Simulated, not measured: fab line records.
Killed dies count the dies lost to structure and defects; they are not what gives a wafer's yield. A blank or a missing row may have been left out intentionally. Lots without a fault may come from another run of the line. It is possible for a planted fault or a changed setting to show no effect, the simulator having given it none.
Shared-tool check | flow ritCmos | Sample size 15 lots and 45 wafers

== WHY IT WAS OPENED ==
At RIT_NWELL_OVL_MEAS_06 the reading NWELL_OVL is flagged on 3 of 15 lots. Fault-free wafers read 1.6 nm, with a standard deviation of 1.4.
Rule: a lot gets a flag if all its wafers with a number sit over 4 standard deviations from that mean, or if no wafer of it has a number. The rest of the lots are taken to be sound.

lot  | measured    | on         | NWELL_OVL (nm), wafer by wafer | flag
L551 | day 2 02:08 | overlay-02 | -0.1 -2.2 0.1                  | 
L555 | day 2 17:41 | overlay-02 | 2.9 2.6 2.8                    | 
L556 | day 2 22:17 | overlay-02 | 4.6 4.2 4.1                    | 
L558 | day 3 09:13 | overlay-02 | -0.3 0.2 -0.6                  | 
L559 | day 3 14:00 | overlay-02 | 2.0 1.0 -0.6                   | 
L560 | day 3 18:08 | overlay-02 | 2.3 2.4 1.6                    | 
L561 | day 4 00:52 | overlay-02 | -0.1 2.9 1.6                   | 
L562 | day 4 06:11 | overlay-02 | 0.4 0.6 2.5                    | 
L563 | day 4 09:33 | overlay-02 | 2.4 2.4 2.7                    | 
L566 | day 5 01:35 | overlay-01 | 1.2 2.4 0.9                    | 
L567 | day 5 04:55 | overlay-01 | 1.8 1.2 3.2                    | 
L570 | day 5 19:55 | overlay-01 | 1.4 2.6 3.8                    | 
L572 | day 6 06:08 | overlay-01 | -180.8 -177.5 -178.9           | FLAGGED
L573 | day 6 10:36 | overlay-02 | -179.3 -180.1 -180.5           | FLAGGED
L574 | day 6 15:13 | overlay-01 | -178.1 -178.0 -175.9           | FLAGGED
The numbers of the flagged lots are -178.8 nm on average: -180.4 nm against the usual, or -99 or more standard deviations.

== WHICH TOOL RAN EACH LOT ==
The record holds 1 process step before the reading, out of a route of 202 steps. Every cell lists first the tool, next ch and the chambers used by the sampled wafers, and last the start.
lot  | flag    | RIT_NWELL_EXPOSE_03
L551 |         | ilineStepper-01 ch 0, day 2 01:44
L555 |         | ilineStepper-01 ch 0, day 2 17:17
L556 |         | ilineStepper-02 ch 0, day 2 21:39
L558 |         | ilineStepper-01 ch 0, day 3 08:48
L559 |         | ilineStepper-01 ch 0, day 3 13:35
L560 |         | ilineStepper-02 ch 0, day 3 17:43
L561 |         | ilineStepper-01 ch 0, day 4 00:26
L562 |         | ilineStepper-02 ch 0, day 4 05:45
L563 |         | ilineStepper-02 ch 0, day 4 09:08
L566 |         | ilineStepper-02 ch 0, day 5 01:10
L567 |         | ilineStepper-02 ch 0, day 5 04:30
L570 |         | ilineStepper-01 ch 0, day 5 19:29
L572 | FLAGGED | ilineStepper-01 ch 0, day 6 05:43
L573 | FLAGGED | ilineStepper-01 ch 0, day 6 10:11
L574 | FLAGGED | ilineStepper-01 ch 0, day 6 14:47
These steps, and what they do:
- RIT_NWELL_EXPOSE_03: exposes mask M2, target cd 43900 nm.
- RIT_NWELL_OVL_MEAS_06

== FLAGGED OVER TOTAL, TOOL BY TOOL (the gauges that took the reading come last) ==
step                  | tool            | lots run | flagged | share of the flagged lots | sound lots run after its first flagged lot
RIT_NWELL_EXPOSE_03   | ilineStepper-01 | 9        | 3       | all                       | 0
RIT_NWELL_EXPOSE_03   | ilineStepper-02 | 6        | 0       | none                      | -
RIT_NWELL_OVL_MEAS_06 | overlay-01      | 5        | 2       | some                      | 0
RIT_NWELL_OVL_MEAS_06 | overlay-02      | 10       | 1       | some                      | 0

== WHAT IS ALLOWED BY THE TABLE ==
In the table, 1 row covers all flagged lots: ilineStepper-01 at RIT_NWELL_EXPOSE_03.
- ilineStepper-01 at RIT_NWELL_EXPOSE_03: 3 of its 9 lots flagged. A fault beginning between L570 (day 5 19:29), its last sound lot, and L572 (day 6 05:43), its first flagged one, fits the data.
One tool is left: ilineStepper-01 at RIT_NWELL_EXPOSE_03.

== WHAT HAD BEEN PUT IN BY THE SIMULATOR ==
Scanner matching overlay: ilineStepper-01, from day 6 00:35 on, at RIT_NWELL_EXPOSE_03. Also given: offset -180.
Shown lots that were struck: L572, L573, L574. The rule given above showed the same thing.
